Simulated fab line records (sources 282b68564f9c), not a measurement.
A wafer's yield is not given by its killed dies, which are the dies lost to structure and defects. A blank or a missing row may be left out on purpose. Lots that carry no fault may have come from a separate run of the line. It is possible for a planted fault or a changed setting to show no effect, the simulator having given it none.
What tool caused it?    flow rit cmos    42 wafers from 14 lots sampled at 3 of the route's 202 steps

## WHAT THE GAUGES SHOWED, per wafer
RIT_NLDD_TW_MEAS_10.
lot   measured     on             NLDD_TW
L172  day 2 22:19  film metro-01  2488 2501 2490
L176  day 3 17:10  film metro-01  2482 2478 2485
L177  day 4 01:40  film metro-03  2525 2513 2504
L179  day 4 11:47  film metro-02  2501 2511 2500
L180  day 4 15:28  film metro-01  2488 2506 2504
L181  day 4 20:11  film metro-01  2493 2489 2487
L182  day 5 02:23  film metro-02  2493 2506 2492
L184  day 5 09:52  film metro-02  2502 2495 2490
L185  day 5 16:53  film metro-01  2498 2482 2481
L186  day 5 23:13  film metro-01  2475 2483 2476
L187  day 6 03:00  film metro-02  2508 2506 2515
L189  day 6 15:53  film metro-03  2488 2506 2500
L193  day 7 07:26  film metro-01  2471 2479 2477
L195  day 7 18:29  film metro-03  2484 2489 2502

RIT_NSD_OVL_MEAS_06.
lot   measured     on          NSD_OVL (nm)
L172  day 3 03:21  overlay-01  -0.3 -0.7 -0.3
L176  day 3 22:26  overlay-01  1.6 1.6 0.6
L177  day 4 07:08  overlay-01  -0.7 -0.6 0.6
L179  day 4 17:25  overlay-02  -3.5 -2.1 -1.9
L180  day 4 21:34  overlay-01  -3.0 -1.1 -2.6
L181  day 5 01:08  overlay-02  -0.1 0.8 1.2
L182  day 5 07:22  overlay-02  0.2 0.5 -1.2
L184  day 5 14:46  overlay-02  -2.4 -2.0 -2.2
L185  day 5 21:50  overlay-02  1.9 2.0 1.8
L186  day 6 05:20  overlay-01  -1.4 -1.2 -1.3
L187  day 6 07:51  overlay-02  0.1 -0.2 -0.5
L189  day 6 21:07  overlay-02  0.9 1.1 1.0
L193  day 7 12:16  overlay-02  -0.9 -1.9 -1.9
L195  day 7 23:34  overlay-01  -0.5 -1.4 -1.0

## WHICH TOOL RAN EACH LOT (tool, then ch and the chambers of the sampled wafers, then the start)
lot   RIT_SPACER_CLEAN_00
L172  wet bench-02 ch 2, day 2 23:48
L176  wet bench-04 ch 1, day 3 18:38
L177  wet bench-04 ch 1, day 4 03:08
L179  wet bench-03 ch 0, day 4 13:16
L180  wet bench-03 ch 2, day 4 18:02
L181  wet bench-04 ch 3, day 4 21:40
L182  wet bench-04 ch 3, day 5 03:52
L184  wet bench-04 ch 1, day 5 11:20
L185  wet bench-04 ch 1, day 5 18:21
L186  wet bench-02 ch 0, day 6 01:00
L187  wet bench-03 ch 0, day 6 04:29
L189  wet bench-02 ch 2, day 6 17:37
L193  wet bench-02 ch 1, day 7 08:55
L195  wet bench-02 ch 0, day 7 20:05
- RIT_SPACER_CLEAN_00: cleans in SC1, time 600 s.

## WHAT THE TOOLS THEMSELVES READ (means of the sampled wafers that have a number; where no wafer has one, the mark that the record gives instead)
RIT_SPACER_CLEAN_00.
lot   tool          bath heat duty pct (%)
L172  wet bench-02  16.7
L176  wet bench-04  14.3
L177  wet bench-04  14.1
L179  wet bench-03  15.2
L180  wet bench-03  15.9
L181  wet bench-04  14.4
L182  wet bench-04  14.4
L184  wet bench-04  13.6
L185  wet bench-04  14.1
L186  wet bench-02  17.1
L187  wet bench-03  15.1
L189  wet bench-02  16.4
L193  wet bench-02  15.8
L195  wet bench-02  16.2

## THE ANSWER, worked out from the rows above alone
Rule: the lots themselves supply what counts as usual. Put in order of their means at a reading, lots are off if they are a third of the lots or fewer, leave a main group of 4 or more, and stand apart from it by a gap of 3 or more times the standard deviation of the main group's means; of several such gaps the widest counts. The tables above print the reading to a certain number of digits; a main group whose means all agree to those digits is not used. A lot without any number at a reading at which 4 lots or more have one is off too. Where the step has rows for the other lots, those lots are counted as sound. Order of review: gauges by route order, followed by the tools' own readings, for which a lot's mean as printed above is used. At the first step where some lot is off, the reading lying furthest off is the one used; lots without a number count as furthest.
Nothing can be told from this: no lot is off at any reading shown.

## WHAT THE SIMULATOR HAD PUT IN
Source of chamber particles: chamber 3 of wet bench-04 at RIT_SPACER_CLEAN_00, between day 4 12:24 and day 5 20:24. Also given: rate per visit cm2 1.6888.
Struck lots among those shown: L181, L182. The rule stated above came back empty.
